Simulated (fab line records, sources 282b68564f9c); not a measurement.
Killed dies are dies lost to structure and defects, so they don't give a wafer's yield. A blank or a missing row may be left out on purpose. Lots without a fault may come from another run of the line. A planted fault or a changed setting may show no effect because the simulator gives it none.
fab line records | flow rit_cmos
record lots=13 wafers=39 last_day=7
route steps=202 shown SILICIDE@162
lots that met no fault: from a run of the same line without faults
start_h: hours from the record's first day to the start of the lot's first wafer shown | wait_h: hours since the lot's step before | " the same as in the row above | L1.1+2: a row that stands for several wafers | - no value, or no start given | * or withheld: withheld | < > ~ a bound
route shown NAME@n: a module of which the file shows steps, and the number in the route of the first | usual: mean/standard deviation of fault-free wafers | same: alike in all rows | chamber/n: place in a boat | sites: the reading at each site | _std_site: their standard deviation | _edge_site: outer sites' mean less inner sites' | radius_mm: how far each site lies from the wafer's centre | mask NAME#n: copy n | behind: the tool/chamber that last shaped the wafer | hold: why the lot was held/for how many hours/how that ended | device: the transistor (n, p or np) that didn't switch | end of line: the same wafers' tests at the end of the route | a step without rows: its recipe alone | killed: dies lost to structure and defects at the first sort, not the wafer's yield | map: a wafer's dies, x killed, . not, _ none there
set.NAME: the setting as run; set.NAME@STEP: as run at that earlier step | model.NAME: the simulator's own value behind a step, which no gauge read
steps of the route over a sample of lots; a table a step, a row a wafer
services: from which hour (start_h, from the record's first day; less than 0 if before it) a tool's chamber was out of use, for how many hours, and why
## steps
# step RIT_SILICIDE_SPUTTER_01
# recipe material=Ti target_thk_nm=30 power_w=350 chamber_pressure_pa=0.667 gas=Ar time_s=229.5 substrate_temp_c=25
# usual cathode_dc_power_W=350.01/0.062 throttle_valve_pct=30.2/0.83
# columns lot.wafer tool chamber start_h wait_h cathode_dc_power_W throttle_valve_pct
L773.1 pvd_sputter-04 - 51.31 0.0 349.97 29.8
L773.2 " - " " 350.04 28.5
L773.3 " - " " 349.88 29.9
L774.2 pvd_sputter-03 - 54.30 0.0 349.98 32.2
L774.3 " - " " 349.98 30.3
L774.4 " - " " 349.96 30.8
L775.1 pvd_sputter-01 - 61.47 0.0 349.95 29.6
L775.2 " - " " 350.10 30.8
L775.5 " - " " 349.98 29.6
L776.1 pvd_sputter-04 - 65.60 0.0 349.97 28.4
L776.2 " - " " 350.03 29.6
L776.6 " - " " 350.09 30.2
L777.1 pvd_sputter-01 - 72.03 0.0 349.96 30.9
L777.4 " - " " 350.00 30.6
L777.5 " - " " 350.04 31.0
L778.1 pvd_sputter-04 - 75.49 0.0 350.00 28.7
L778.3 " - " " 350.02 29.7
L778.4 " - " " 350.02 29.9
L779.1 pvd_sputter-01 - 79.13 0.0 349.99 29.6
L779.2 " - " " 350.17 30.6
L779.6 " - " " 349.97 30.0
L780.1 pvd_sputter-04 - 85.50 0.0 350.03 29.7
L780.3 " - " " 350.01 29.6
L780.4 " - " " 350.04 28.6
L781.1 pvd_sputter-01 - 89.53 0.0 349.95 30.0
L781.3 " - " " 350.01 29.7
L781.6 " - " " 349.99 29.6
L785.1 pvd_sputter-01 - 109.75 0.0 519.42 31.1
L785.3 " - " " 519.19 30.8
L785.4 " - " " 519.37 29.5
L788.1 pvd_sputter-01 - 124.54 0.0 519.42 30.7
L788.4 " - " " 519.29 30.6
L788.6 " - " " 519.39 30.6
L793.1 pvd_sputter-03 - 152.33 0.0 350.03 32.4
L793.4 " - " " 350.07 30.6
L793.6 " - " " 349.91 30.6
L795.1 pvd_sputter-03 - 161.97 0.0 349.95 30.4
L795.4 " - " " 350.11 32.3
L795.5 " - " " 350.07 30.4
# step RIT_SILICIDE_RS_MEAS_02
# recipe thk_meas_gauge=four-point-probe reads=Ti_of_SILICIDE_SPUTTER_01
# usual SILICIDE_TI_RS=50.7/0.57
# columns lot.wafer tool chamber start_h wait_h SILICIDE_TI_RS[ohm/sq]
L773.1 film_metro-04 - 51.46 0.1 50.2
L773.2 " - " " 50.8
L773.3 " - " " 50.0
L774.2 film_metro-04 - 54.47 0.1 51.2
L774.3 " - " " 51.5
L774.4 " - " " 50.8
L775.1 film_metro-03 - 61.62 0.1 50.3
L775.2 " - " " 50.2
L775.5 " - " " 50.9
L776.1 film_metro-01 - 65.75 0.1 51.4
L776.2 " - " " 50.8
L776.6 " - " " 51.2
L777.1 film_metro-04 - 72.18 0.1 50.7
L777.4 " - " " 51.1
L777.5 " - " " 50.8
L778.1 film_metro-01 - 75.64 0.1 51.5
L778.3 " - " " 51.5
L778.4 " - " " 51.7
L779.1 film_metro-01 - 79.28 0.1 50.0
L779.2 " - " " 49.8
L779.6 " - " " 50.0
L780.1 film_metro-01 - 85.65 0.1 50.9
L780.3 " - " " 50.6
L780.4 " - " " 50.7
L781.1 film_metro-04 - 89.68 0.1 51.7
L781.3 " - " " 51.7
L781.6 " - " " 51.7
L785.1 film_metro-04 - 109.90 0.1 30.9
L785.3 " - " " 31.1
L785.4 " - " " 30.9
L788.1 film_metro-03 - 124.69 0.1 31.3
L788.4 " - " " 31.1
L788.6 " - " " 31.1
L793.1 film_metro-03 - 152.48 0.1 51.1
L793.4 " - " " 50.8
L793.6 " - " " 50.9
L795.1 film_metro-01 - 162.12 0.1 50.3
L795.4 " - " " 49.9
L795.5 " - " " 50.3
# step RIT_SILICIDE_THK_MEAS_03
# recipe thk_meas_gauge=xrf reads=Ti_of_SILICIDE_SPUTTER_01
# usual SILICIDE_TI_THK=28.26/0.26
# columns lot.wafer tool chamber start_h wait_h SILICIDE_TI_THK[nm]
L773.1 film_metro-04 - 51.58 0.1 28.64
L773.2 " - " " 28.29
L773.3 " - " " 28.62
L774.2 film_metro-04 - 54.58 0.1 27.98
L774.3 " - " " 27.99
L774.4 " - " " 28.18
L775.1 film_metro-03 - 61.74 0.1 28.29
L775.2 " - " " 28.50
L775.5 " - " " 28.08
L776.1 film_metro-01 - 65.87 0.1 28.08
L776.2 " - " " 28.24
L776.6 " - " " 28.16
L777.1 film_metro-04 - 72.30 0.1 28.51
L777.4 " - " " 28.19
L777.5 " - " " 28.46
L778.1 film_metro-01 - 75.76 0.1 28.05
L778.3 " - " " 27.83
L778.4 " - " " 27.72
L779.1 film_metro-01 - 79.40 0.1 28.66
L779.2 " - " " 28.62
L779.6 " - " " 28.60
L780.1 film_metro-01 - 85.77 0.1 28.03
L780.3 " - " " 28.35
L780.4 " - " " 28.28
L781.1 film_metro-04 - 89.80 0.1 27.86
L781.3 " - " " 27.97
L781.6 " - " " 27.99
L785.1 film_metro-04 - 110.02 0.1 42.09
L785.3 " - " " 41.89
L785.4 " - " " 42.13
L788.1 film_metro-03 - 124.81 0.1 41.56
L788.4 " - " " 41.68
L788.6 " - " " 41.71
L793.1 film_metro-03 - 152.60 0.1 28.14
L793.4 " - " " 28.50
L793.6 " - " " 28.38
L795.1 film_metro-01 - 162.24 0.1 28.58
L795.4 " - " " 28.76
L795.5 " - " " 28.56
## services
# columns tool chamber start_h hours kind
pvd_sputter-04 - 86.09 1.1 repair
pvd_sputter-01 - 118.75 3.2 repair
pvd_sputter-04 - 144.10 7.5 repair
## key
first_sign step=RIT_SILICIDE_SPUTTER_01 reading=cathode_dc_power_W direction=up sigmas=99+ usual=350.01 struck=519.35
effect step=RIT_SILICIDE_RS_MEAS_02 reading=SILICIDE_TI_RS direction=down sigmas=35 usual=50.7 struck=31.1
effect step=RIT_SILICIDE_THK_MEAS_03 reading=SILICIDE_TI_THK direction=up sigmas=53 usual=28.26 struck=41.84
met_at RIT_SILICIDE_SPUTTER_01
struck_lots L785,L788
tester_left_out L785,L788
onset_between 89.53 109.75
fault kind=process_parameter_drift tool=pvd_sputter-01 chamber=- onset_h=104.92 steps=RIT_SILICIDE_SPUTTER_01 channel=power_w offset=169.31 shape=step end_h=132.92 stated=350
# tester_left_out: of these lots the tester's yield and bins aren't shown, on N5 and GAA mostly nor the transistor test; their killed dies are dies lost to structure and defects alone, not to doping, threshold or leakage, so they don't give the yield
